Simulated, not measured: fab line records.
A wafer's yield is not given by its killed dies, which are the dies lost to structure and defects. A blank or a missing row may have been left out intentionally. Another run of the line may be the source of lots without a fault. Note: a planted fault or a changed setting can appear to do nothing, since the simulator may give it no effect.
fab line records || flow ritCmos
[record] {"lots": 14, "wafers": 42, "lastDay": 7}
route steps=202 shown FOX2@27 PSD@148 CONTACT@173
lots untouched by any fault: they come from a run of this same line in which no faults occurred
startH: start of the lot's first displayed wafer, in hours after the record's first day || waitH: hours elapsed since this lot's preceding step || " identical to the entry in the row above || L1.1+2: one row covering several wafers at once || - no value, or no start was given || * or withheld: withheld || < > ~ a bound
route shown NAME@n: NAME is a module with steps in the file, n the number in the route of the first one || usual: mean/standard deviation of fault-free wafers || same: alike in all rows || chamber/n: place in a boat || sites: each site's reading || _std_site: their standard deviation || _edge_site: inner sites' mean taken away from outer sites' mean || radiusMm: how far each site lies from the wafer's centre || mask NAME#n: copy n || behind: tool/chamber where the wafer was last shaped || hold: reason for holding the lot/hours on hold/outcome of the hold || device: names the non-switching transistor (n, p or np) || end of line: tests of these same wafers at the route's end || a step given without rows: its recipe and nothing more || killed: at the first sort, the dies lost to defects and structure; wafer yield is something else || map: shows each die of a wafer: x if killed, . if not, _ if none is there
set.NAME: setting as actually run; set.NAME@STEP: the setting as run at that earlier step || model.NAME: the simulator's own value behind a step, which no gauge read
one table for each step of the route and one row for each wafer, over a sample of lots
services: from which hour (startH, from the record's first day; less than 0 if before it) a tool's chamber was out of use, for how many hours, and why
[[steps]]
[step RIT_FOX2_THK_MEAS_90]
[recipe] {"reads": "SiO2_of_FOX2_OXIDATION_00"}
[usual] {"FIELD_OXIDE_LEFT_1_THK": "322/6.1"}
{"lot.wafer": "L763.1", "tool": "filmMetro-01", "chamber": "-", "startH": 25.54, "waitH": 0.0, "FIELD_OXIDE_LEFT_1_THK[nm]": 324}
{"lot.wafer": "L763.3", "tool": "filmMetro-01", "chamber": "-", "startH": 25.54, "waitH": 0.0, "FIELD_OXIDE_LEFT_1_THK[nm]": 325}
{"lot.wafer": "L763.4", "tool": "filmMetro-01", "chamber": "-", "startH": 25.54, "waitH": 0.0, "FIELD_OXIDE_LEFT_1_THK[nm]": 321}
{"lot.wafer": "L764.1", "tool": "filmMetro-01", "chamber": "-", "startH": 29.84, "waitH": 0.0, "FIELD_OXIDE_LEFT_1_THK[nm]": 309}
{"lot.wafer": "L764.3", "tool": "filmMetro-01", "chamber": "-", "startH": 29.84, "waitH": 0.0, "FIELD_OXIDE_LEFT_1_THK[nm]": 311}
{"lot.wafer": "L764.6", "tool": "filmMetro-01", "chamber": "-", "startH": 29.84, "waitH": 0.0, "FIELD_OXIDE_LEFT_1_THK[nm]": 310}
{"lot.wafer": "L765.1", "tool": "filmMetro-03", "chamber": "-", "startH": 36.25, "waitH": 0.0, "FIELD_OXIDE_LEFT_1_THK[nm]": 318}
{"lot.wafer": "L765.2", "tool": "filmMetro-03", "chamber": "-", "startH": 36.25, "waitH": 0.0, "FIELD_OXIDE_LEFT_1_THK[nm]": 321}
{"lot.wafer": "L765.5", "tool": "filmMetro-03", "chamber": "-", "startH": 36.25, "waitH": 0.0, "FIELD_OXIDE_LEFT_1_THK[nm]": 319}
{"lot.wafer": "L766.3", "tool": "filmMetro-02", "chamber": "-", "startH": 40.58, "waitH": 0.0, "FIELD_OXIDE_LEFT_1_THK[nm]": 324}
{"lot.wafer": "L766.4", "tool": "filmMetro-02", "chamber": "-", "startH": 40.58, "waitH": 0.0, "FIELD_OXIDE_LEFT_1_THK[nm]": 330}
{"lot.wafer": "L766.6", "tool": "filmMetro-02", "chamber": "-", "startH": 40.58, "waitH": 0.0, "FIELD_OXIDE_LEFT_1_THK[nm]": 323}
{"lot.wafer": "L768.3", "tool": "filmMetro-02", "chamber": "-", "startH": 51.10, "waitH": 0.0, "FIELD_OXIDE_LEFT_1_THK[nm]": 330}
{"lot.wafer": "L768.4", "tool": "filmMetro-02", "chamber": "-", "startH": 51.10, "waitH": 0.0, "FIELD_OXIDE_LEFT_1_THK[nm]": 334}
{"lot.wafer": "L768.6", "tool": "filmMetro-02", "chamber": "-", "startH": 51.10, "waitH": 0.0, "FIELD_OXIDE_LEFT_1_THK[nm]": 329}
{"lot.wafer": "L771.3", "tool": "filmMetro-03", "chamber": "-", "startH": 64.26, "waitH": 0.0, "FIELD_OXIDE_LEFT_1_THK[nm]": 327}
{"lot.wafer": "L771.4", "tool": "filmMetro-03", "chamber": "-", "startH": 64.26, "waitH": 0.0, "FIELD_OXIDE_LEFT_1_THK[nm]": 333}
{"lot.wafer": "L771.5", "tool": "filmMetro-03", "chamber": "-", "startH": 64.26, "waitH": 0.0, "FIELD_OXIDE_LEFT_1_THK[nm]": 331}
{"lot.wafer": "L772.1", "tool": "filmMetro-02", "chamber": "-", "startH": 70.35, "waitH": 0.0, "FIELD_OXIDE_LEFT_1_THK[nm]": 320}
{"lot.wafer": "L772.5", "tool": "filmMetro-02", "chamber": "-", "startH": 70.35, "waitH": 0.0, "FIELD_OXIDE_LEFT_1_THK[nm]": 323}
{"lot.wafer": "L772.6", "tool": "filmMetro-02", "chamber": "-", "startH": 70.35, "waitH": 0.0, "FIELD_OXIDE_LEFT_1_THK[nm]": 324}
{"lot.wafer": "L773.1", "tool": "filmMetro-03", "chamber": "-", "startH": 74.95, "waitH": 0.0, "FIELD_OXIDE_LEFT_1_THK[nm]": 325}
{"lot.wafer": "L773.3", "tool": "filmMetro-03", "chamber": "-", "startH": 74.95, "waitH": 0.0, "FIELD_OXIDE_LEFT_1_THK[nm]": 325}
{"lot.wafer": "L773.6", "tool": "filmMetro-03", "chamber": "-", "startH": 74.95, "waitH": 0.0, "FIELD_OXIDE_LEFT_1_THK[nm]": 330}
{"lot.wafer": "L775.1", "tool": "filmMetro-02", "chamber": "-", "startH": 84.49, "waitH": 0.0, "FIELD_OXIDE_LEFT_1_THK[nm]": 325}
{"lot.wafer": "L775.3", "tool": "filmMetro-02", "chamber": "-", "startH": 84.49, "waitH": 0.0, "FIELD_OXIDE_LEFT_1_THK[nm]": 333}
{"lot.wafer": "L775.5", "tool": "filmMetro-02", "chamber": "-", "startH": 84.49, "waitH": 0.0, "FIELD_OXIDE_LEFT_1_THK[nm]": 327}
{"lot.wafer": "L776.1", "tool": "filmMetro-02", "chamber": "-", "startH": 90.34, "waitH": 0.0, "FIELD_OXIDE_LEFT_1_THK[nm]": 315}
{"lot.wafer": "L776.3", "tool": "filmMetro-02", "chamber": "-", "startH": 90.34, "waitH": 0.0, "FIELD_OXIDE_LEFT_1_THK[nm]": 317}
{"lot.wafer": "L776.6", "tool": "filmMetro-02", "chamber": "-", "startH": 90.34, "waitH": 0.0, "FIELD_OXIDE_LEFT_1_THK[nm]": 317}
{"lot.wafer": "L777.1", "tool": "filmMetro-02", "chamber": "-", "startH": 95.71, "waitH": 0.0, "FIELD_OXIDE_LEFT_1_THK[nm]": 325}
{"lot.wafer": "L777.3", "tool": "filmMetro-02", "chamber": "-", "startH": 95.71, "waitH": 0.0, "FIELD_OXIDE_LEFT_1_THK[nm]": 328}
{"lot.wafer": "L777.6", "tool": "filmMetro-02", "chamber": "-", "startH": 95.71, "waitH": 0.0, "FIELD_OXIDE_LEFT_1_THK[nm]": 328}
{"lot.wafer": "L778.1", "tool": "filmMetro-02", "chamber": "-", "startH": 100.57, "waitH": 0.0, "FIELD_OXIDE_LEFT_1_THK[nm]": 317}
{"lot.wafer": "L778.2", "tool": "filmMetro-02", "chamber": "-", "startH": 100.57, "waitH": 0.0, "FIELD_OXIDE_LEFT_1_THK[nm]": 319}
{"lot.wafer": "L778.5", "tool": "filmMetro-02", "chamber": "-", "startH": 100.57, "waitH": 0.0, "FIELD_OXIDE_LEFT_1_THK[nm]": 314}
{"lot.wafer": "L779.2", "tool": "filmMetro-02", "chamber": "-", "startH": 104.39, "waitH": 0.0, "FIELD_OXIDE_LEFT_1_THK[nm]": 321}
{"lot.wafer": "L779.3", "tool": "filmMetro-02", "chamber": "-", "startH": 104.39, "waitH": 0.0, "FIELD_OXIDE_LEFT_1_THK[nm]": 311}
{"lot.wafer": "L779.5", "tool": "filmMetro-02", "chamber": "-", "startH": 104.39, "waitH": 0.0, "FIELD_OXIDE_LEFT_1_THK[nm]": 315}
{"lot.wafer": "L782.1", "tool": "filmMetro-02", "chamber": "-", "startH": 119.79, "waitH": 0.0, "FIELD_OXIDE_LEFT_1_THK[nm]": 319}
{"lot.wafer": "L782.5", "tool": "filmMetro-02", "chamber": "-", "startH": 119.79, "waitH": 0.0, "FIELD_OXIDE_LEFT_1_THK[nm]": 317}
{"lot.wafer": "L782.6", "tool": "filmMetro-02", "chamber": "-", "startH": 119.79, "waitH": 0.0, "FIELD_OXIDE_LEFT_1_THK[nm]": 317}
[step RIT_PSD_OVL_MEAS_06]
[usual] {"PSD_OVL": "0.6/1.7"}
{"lot.wafer": "L763.1", "tool": "overlay-01", "chamber": "-", "startH": 54.58, "waitH": "-", "PSD_OVL[nm]": 4.7}
{"lot.wafer": "L763.3", "tool": "overlay-01", "chamber": "-", "startH": 54.58, "waitH": "-", "PSD_OVL[nm]": 2.9}
{"lot.wafer": "L763.4", "tool": "overlay-01", "chamber": "-", "startH": 54.58, "waitH": "-", "PSD_OVL[nm]": 3.9}
{"lot.wafer": "L764.1", "tool": "overlay-02", "chamber": "-", "startH": 58.54, "waitH": "-", "PSD_OVL[nm]": -3.4}
{"lot.wafer": "L764.3", "tool": "overlay-02", "chamber": "-", "startH": 58.54, "waitH": "-", "PSD_OVL[nm]": -3.1}
{"lot.wafer": "L764.6", "tool": "overlay-02", "chamber": "-", "startH": 58.54, "waitH": "-", "PSD_OVL[nm]": -2.5}
{"lot.wafer": "L765.1", "tool": "overlay-01", "chamber": "-", "startH": 67.74, "waitH": "-", "PSD_OVL[nm]": 0.6}
{"lot.wafer": "L765.2", "tool": "overlay-01", "chamber": "-", "startH": 67.74, "waitH": "-", "PSD_OVL[nm]": 0.3}
{"lot.wafer": "L765.5", "tool": "overlay-01", "chamber": "-", "startH": 67.74, "waitH": "-", "PSD_OVL[nm]": 1.9}
{"lot.wafer": "L766.3", "tool": "overlay-02", "chamber": "-", "startH": 70.82, "waitH": "-", "PSD_OVL[nm]": 0.9}
{"lot.wafer": "L766.4", "tool": "overlay-02", "chamber": "-", "startH": 70.82, "waitH": "-", "PSD_OVL[nm]": -0.4}
{"lot.wafer": "L766.6", "tool": "overlay-02", "chamber": "-", "startH": 70.82, "waitH": "-", "PSD_OVL[nm]": -0.7}
{"lot.wafer": "L768.3", "tool": "overlay-02", "chamber": "-", "startH": 80.58, "waitH": "-", "PSD_OVL[nm]": 2.7}
{"lot.wafer": "L768.4", "tool": "overlay-02", "chamber": "-", "startH": 80.58, "waitH": "-", "PSD_OVL[nm]": 2.1}
{"lot.wafer": "L768.6", "tool": "overlay-02", "chamber": "-", "startH": 80.58, "waitH": "-", "PSD_OVL[nm]": 0.9}
{"lot.wafer": "L771.3", "tool": "overlay-02", "chamber": "-", "startH": 94.44, "waitH": "-", "PSD_OVL[nm]": 1.4}
{"lot.wafer": "L771.4", "tool": "overlay-02", "chamber": "-", "startH": 94.44, "waitH": "-", "PSD_OVL[nm]": 1.1}
{"lot.wafer": "L771.5", "tool": "overlay-02", "chamber": "-", "startH": 94.44, "waitH": "-", "PSD_OVL[nm]": 1.8}
{"lot.wafer": "L772.1", "tool": "overlay-02", "chamber": "-", "startH": 99.71, "waitH": "-", "PSD_OVL[nm]": 0.0}
{"lot.wafer": "L772.5", "tool": "overlay-02", "chamber": "-", "startH": 99.71, "waitH": "-", "PSD_OVL[nm]": 0.3}
{"lot.wafer": "L772.6", "tool": "overlay-02", "chamber": "-", "startH": 99.71, "waitH": "-", "PSD_OVL[nm]": 0.9}
{"lot.wafer": "L773.1", "tool": "overlay-02", "chamber": "-", "startH": 106.64, "waitH": "-", "PSD_OVL[nm]": -2.2}
{"lot.wafer": "L773.3", "tool": "overlay-02", "chamber": "-", "startH": 106.64, "waitH": "-", "PSD_OVL[nm]": -1.5}
{"lot.wafer": "L773.6", "tool": "overlay-02", "chamber": "-", "startH": 106.64, "waitH": "-", "PSD_OVL[nm]": -2.0}
{"lot.wafer": "L775.1", "tool": "overlay-01", "chamber": "-", "startH": 113.02, "waitH": "-", "PSD_OVL[nm]": 0.2}
{"lot.wafer": "L775.3", "tool": "overlay-01", "chamber": "-", "startH": 113.02, "waitH": "-", "PSD_OVL[nm]": 0.2}
{"lot.wafer": "L775.5", "tool": "overlay-01", "chamber": "-", "startH": 113.02, "waitH": "-", "PSD_OVL[nm]": 0.7}
{"lot.wafer": "L776.1", "tool": "overlay-01", "chamber": "-", "startH": 119.41, "waitH": "-", "PSD_OVL[nm]": -0.5}
{"lot.wafer": "L776.3", "tool": "overlay-01", "chamber": "-", "startH": 119.41, "waitH": "-", "PSD_OVL[nm]": -1.5}
{"lot.wafer": "L776.6", "tool": "overlay-01", "chamber": "-", "startH": 119.41, "waitH": "-", "PSD_OVL[nm]": 0.2}
{"lot.wafer": "L777.1", "tool": "overlay-01", "chamber": "-", "startH": 124.11, "waitH": "-", "PSD_OVL[nm]": -0.6}
{"lot.wafer": "L777.3", "tool": "overlay-01", "chamber": "-", "startH": 124.11, "waitH": "-", "PSD_OVL[nm]": -0.6}
{"lot.wafer": "L777.6", "tool": "overlay-01", "chamber": "-", "startH": 124.11, "waitH": "-", "PSD_OVL[nm]": -0.4}
{"lot.wafer": "L778.1", "tool": "overlay-01", "chamber": "-", "startH": 128.65, "waitH": "-", "PSD_OVL[nm]": 1.5}
{"lot.wafer": "L778.2", "tool": "overlay-01", "chamber": "-", "startH": 128.65, "waitH": "-", "PSD_OVL[nm]": -0.3}
{"lot.wafer": "L778.5", "tool": "overlay-01", "chamber": "-", "startH": 128.65, "waitH": "-", "PSD_OVL[nm]": 1.4}
{"lot.wafer": "L779.2", "tool": "overlay-01", "chamber": "-", "startH": 133.27, "waitH": "-", "PSD_OVL[nm]": -0.1}
{"lot.wafer": "L779.3", "tool": "overlay-01", "chamber": "-", "startH": 133.27, "waitH": "-", "PSD_OVL[nm]": -1.0}
{"lot.wafer": "L779.5", "tool": "overlay-01", "chamber": "-", "startH": 133.27, "waitH": "-", "PSD_OVL[nm]": -0.4}
{"lot.wafer": "L782.1", "tool": "overlay-01", "chamber": "-", "startH": 148.83, "waitH": "-", "PSD_OVL[nm]": 1.4}
{"lot.wafer": "L782.5", "tool": "overlay-01", "chamber": "-", "startH": 148.83, "waitH": "-", "PSD_OVL[nm]": 1.1}
{"lot.wafer": "L782.6", "tool": "overlay-01", "chamber": "-", "startH": 148.83, "waitH": "-", "PSD_OVL[nm]": 0.0}
[step RIT_CONTACT_EXPOSE_05]
[recipe] {"maskId": "M11", "na": 0.6, "sourceShape": "conventional", "sigmaOuter": 0.5, "targetCdNm": 1000, "doseMj": 250}
{"lot.wafer": "L763.1+3+4", "tool": "ilineStepper-01", "chamber": 0, "startH": 57.20, "waitH": 0.2, "mask": "M11#0"}
{"lot.wafer": "L764.1+3+6", "tool": "ilineStepper-02", "chamber": 0, "startH": 61.22, "waitH": 0.2, "mask": "M11#0"}
{"lot.wafer": "L765.1+2+5", "tool": "ilineStepper-02", "chamber": 0, "startH": 70.29, "waitH": 0.1, "mask": "M11#0"}
{"lot.wafer": "L766.3+4+6", "tool": "ilineStepper-01", "chamber": 0, "startH": 73.61, "waitH": 0.3, "mask": "M11#0"}
{"lot.wafer": "L768.3+4+6", "tool": "ilineStepper-02", "chamber": 0, "startH": 83.36, "waitH": 0.1, "mask": "M11#0"}
{"lot.wafer": "L771.3+4+5", "tool": "ilineStepper-01", "chamber": 0, "startH": 97.18, "waitH": 0.2, "mask": "M11#0"}
{"lot.wafer": "L772.1+5+6", "tool": "ilineStepper-02", "chamber": 0, "startH": 102.39, "waitH": 0.2, "mask": "M11#0"}
{"lot.wafer": "L773.1+3+6", "tool": "ilineStepper-01", "chamber": 0, "startH": 109.54, "waitH": 0.2, "mask": "M11#0"}
{"lot.wafer": "L775.1+3+5", "tool": "ilineStepper-02", "chamber": 0, "startH": 115.81, "waitH": 0.2, "mask": "M11#0"}
{"lot.wafer": "L776.1+3+6", "tool": "ilineStepper-01", "chamber": 0, "startH": 122.09, "waitH": 0.2, "mask": "M11#0"}
{"lot.wafer": "L777.1+3+6", "tool": "ilineStepper-02", "chamber": 0, "startH": 126.87, "waitH": 0.2, "mask": "M11#0"}
{"lot.wafer": "L778.1+2+5", "tool": "ilineStepper-01", "chamber": 0, "startH": 131.33, "waitH": 0.2, "mask": "M11#0"}
{"lot.wafer": "L779.2+3+5", "tool": "ilineStepper-01", "chamber": 0, "startH": 135.88, "waitH": 0.1, "mask": "M11#0"}
{"lot.wafer": "L782.1+5+6", "tool": "ilineStepper-01", "chamber": 0, "startH": 151.55, "waitH": 0.2, "mask": "M11#0"}
[step RIT_CONTACT_OVL_MEAS_09]
[usual] {"CONTACT_OVL": "0.4/1.7"}
{"lot.wafer": "L763.1", "tool": "overlay-02", "chamber": "-", "startH": 57.83, "waitH": 0.1, "CONTACT_OVL[nm]": 0.5}
{"lot.wafer": "L763.3", "tool": "overlay-02", "chamber": "-", "startH": 57.83, "waitH": 0.1, "CONTACT_OVL[nm]": 1.0}
{"lot.wafer": "L763.4", "tool": "overlay-02", "chamber": "-", "startH": 57.83, "waitH": 0.1, "CONTACT_OVL[nm]": 0.8}
{"lot.wafer": "L764.1", "tool": "overlay-02", "chamber": "-", "startH": 61.85, "waitH": 0.1, "CONTACT_OVL[nm]": -2.0}
{"lot.wafer": "L764.3", "tool": "overlay-02", "chamber": "-", "startH": 61.85, "waitH": 0.1, "CONTACT_OVL[nm]": 0.3}
{"lot.wafer": "L764.6", "tool": "overlay-02", "chamber": "-", "startH": 61.85, "waitH": 0.1, "CONTACT_OVL[nm]": -0.5}
{"lot.wafer": "L765.1", "tool": "overlay-01", "chamber": "-", "startH": 70.93, "waitH": 0.1, "CONTACT_OVL[nm]": -1.1}
{"lot.wafer": "L765.2", "tool": "overlay-01", "chamber": "-", "startH": 70.93, "waitH": 0.1, "CONTACT_OVL[nm]": -0.1}
{"lot.wafer": "L765.5", "tool": "overlay-01", "chamber": "-", "startH": 70.93, "waitH": 0.1, "CONTACT_OVL[nm]": -1.1}
{"lot.wafer": "L766.3", "tool": "overlay-01", "chamber": "-", "startH": 74.22, "waitH": 0.1, "CONTACT_OVL[nm]": 0.2}
{"lot.wafer": "L766.4", "tool": "overlay-01", "chamber": "-", "startH": 74.22, "waitH": 0.1, "CONTACT_OVL[nm]": -0.1}
{"lot.wafer": "L766.6", "tool": "overlay-01", "chamber": "-", "startH": 74.22, "waitH": 0.1, "CONTACT_OVL[nm]": 0.5}
{"lot.wafer": "L768.3", "tool": "overlay-02", "chamber": "-", "startH": 83.97, "waitH": 0.1, "CONTACT_OVL[nm]": -1.8}
{"lot.wafer": "L768.4", "tool": "overlay-02", "chamber": "-", "startH": 83.97, "waitH": 0.1, "CONTACT_OVL[nm]": -1.5}
{"lot.wafer": "L768.6", "tool": "overlay-02", "chamber": "-", "startH": 83.97, "waitH": 0.1, "CONTACT_OVL[nm]": -1.5}
{"lot.wafer": "L771.3", "tool": "overlay-02", "chamber": "-", "startH": 97.79, "waitH": 0.1, "CONTACT_OVL[nm]": 1.8}
{"lot.wafer": "L771.4", "tool": "overlay-02", "chamber": "-", "startH": 97.79, "waitH": 0.1, "CONTACT_OVL[nm]": 1.8}
{"lot.wafer": "L771.5", "tool": "overlay-02", "chamber": "-", "startH": 97.79, "waitH": 0.1, "CONTACT_OVL[nm]": 0.6}
{"lot.wafer": "L772.1", "tool": "overlay-02", "chamber": "-", "startH": 103.02, "waitH": 0.1, "CONTACT_OVL[nm]": 0.5}
{"lot.wafer": "L772.5", "tool": "overlay-02", "chamber": "-", "startH": 103.02, "waitH": 0.1, "CONTACT_OVL[nm]": 2.2}
{"lot.wafer": "L772.6", "tool": "overlay-02", "chamber": "-", "startH": 103.02, "waitH": 0.1, "CONTACT_OVL[nm]": 1.2}
{"lot.wafer": "L773.1", "tool": "overlay-01", "chamber": "-", "startH": 110.18, "waitH": 0.1, "CONTACT_OVL[nm]": -0.2}
{"lot.wafer": "L773.3", "tool": "overlay-01", "chamber": "-", "startH": 110.18, "waitH": 0.1, "CONTACT_OVL[nm]": -0.5}
{"lot.wafer": "L773.6", "tool": "overlay-01", "chamber": "-", "startH": 110.18, "waitH": 0.1, "CONTACT_OVL[nm]": -1.2}
{"lot.wafer": "L775.1", "tool": "overlay-01", "chamber": "-", "startH": 116.45, "waitH": 0.1, "CONTACT_OVL[nm]": 130.9}
{"lot.wafer": "L775.3", "tool": "overlay-01", "chamber": "-", "startH": 116.45, "waitH": 0.1, "CONTACT_OVL[nm]": 130.8}
{"lot.wafer": "L775.5", "tool": "overlay-01", "chamber": "-", "startH": 116.45, "waitH": 0.1, "CONTACT_OVL[nm]": 131.4}
{"lot.wafer": "L776.1", "tool": "overlay-01", "chamber": "-", "startH": 122.73, "waitH": 0.1, "CONTACT_OVL[nm]": -0.2}
{"lot.wafer": "L776.3", "tool": "overlay-01", "chamber": "-", "startH": 122.73, "waitH": 0.1, "CONTACT_OVL[nm]": 1.0}
{"lot.wafer": "L776.6", "tool": "overlay-01", "chamber": "-", "startH": 122.73, "waitH": 0.1, "CONTACT_OVL[nm]": 0.7}
{"lot.wafer": "L777.1", "tool": "overlay-01", "chamber": "-", "startH": 127.56, "waitH": 0.1, "CONTACT_OVL[nm]": 132.0}
{"lot.wafer": "L777.3", "tool": "overlay-01", "chamber": "-", "startH": 127.56, "waitH": 0.1, "CONTACT_OVL[nm]": 132.9}
{"lot.wafer": "L777.6", "tool": "overlay-01", "chamber": "-", "startH": 127.56, "waitH": 0.1, "CONTACT_OVL[nm]": 132.7}
{"lot.wafer": "L778.1", "tool": "overlay-01", "chamber": "-", "startH": 131.97, "waitH": 0.1, "CONTACT_OVL[nm]": 0.4}
{"lot.wafer": "L778.2", "tool": "overlay-01", "chamber": "-", "startH": 131.97, "waitH": 0.1, "CONTACT_OVL[nm]": -0.6}
{"lot.wafer": "L778.5", "tool": "overlay-01", "chamber": "-", "startH": 131.97, "waitH": 0.1, "CONTACT_OVL[nm]": 0.4}
{"lot.wafer": "L779.2", "tool": "overlay-01", "chamber": "-", "startH": 136.50, "waitH": 0.1, "CONTACT_OVL[nm]": 2.4}
{"lot.wafer": "L779.3", "tool": "overlay-01", "chamber": "-", "startH": 136.50, "waitH": 0.1, "CONTACT_OVL[nm]": 1.8}
{"lot.wafer": "L779.5", "tool": "overlay-01", "chamber": "-", "startH": 136.50, "waitH": 0.1, "CONTACT_OVL[nm]": 2.0}
{"lot.wafer": "L782.1", "tool": "overlay-01", "chamber": "-", "startH": 152.22, "waitH": 0.1, "CONTACT_OVL[nm]": 5.0}
{"lot.wafer": "L782.5", "tool": "overlay-01", "chamber": "-", "startH": 152.22, "waitH": 0.1, "CONTACT_OVL[nm]": 2.9}
{"lot.wafer": "L782.6", "tool": "overlay-01", "chamber": "-", "startH": 152.22, "waitH": 0.1, "CONTACT_OVL[nm]": 4.7}
[[services]]
{"tool": "ilineStepper-01", "chamber": "-", "startH": 33.26, "hours": "-", "kind": "consumableReplace:lamp"}
{"tool": "ilineStepper-02", "chamber": "-", "startH": 35.11, "hours": 1.7, "kind": "pm"}
{"tool": "ilineStepper-02", "chamber": "-", "startH": 55.50, "hours": 4.3, "kind": "pm"}
{"tool": "ilineStepper-01", "chamber": "-", "startH": 65.97, "hours": 1.7, "kind": "pm"}
[[key]]
[firstSign] {"step": "RIT_CONTACT_OVL_MEAS_09", "reading": "CONTACT_OVL", "direction": "up", "sigmas": 77, "usual": 0.4, "struck": 131.8}
effect none on later readings
metAt RIT_CONTACT_EXPOSE_05
struckLots L775,L777
sortLeftOut L777.1,L777.3,L777.6
testerLeftOut L775,L777
notActingAt RIT_FOX2_THK_MEAS_90,RIT_PSD_OVL_MEAS_06
onsetBetween 102.39 115.81
[earlierFault] {"kind": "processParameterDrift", "tool": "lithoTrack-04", "chamber": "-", "onsetH": 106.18, "steps": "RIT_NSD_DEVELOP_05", "channel": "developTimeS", "offset": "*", "shape": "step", "endH": 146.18, "actsIn": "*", "stated": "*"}
[fault] {"kind": "scannerMatchingOverlay", "tool": "ilineStepper-02", "chamber": "-", "onsetH": 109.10, "steps": "RIT_CONTACT_EXPOSE_05", "offset": 130}
// testerLeftOut: of these lots the tester's yield and bins aren't shown, on N5 and GAA mostly nor the transistor test; their killed dies are dies lost to structure and defects alone, not to doping, threshold or leakage, so they don't give the yield
// sortLeftOut: the simulated sort isn't trusted on such a fault, so these wafers' sort isn't shown, and their yield isn't known
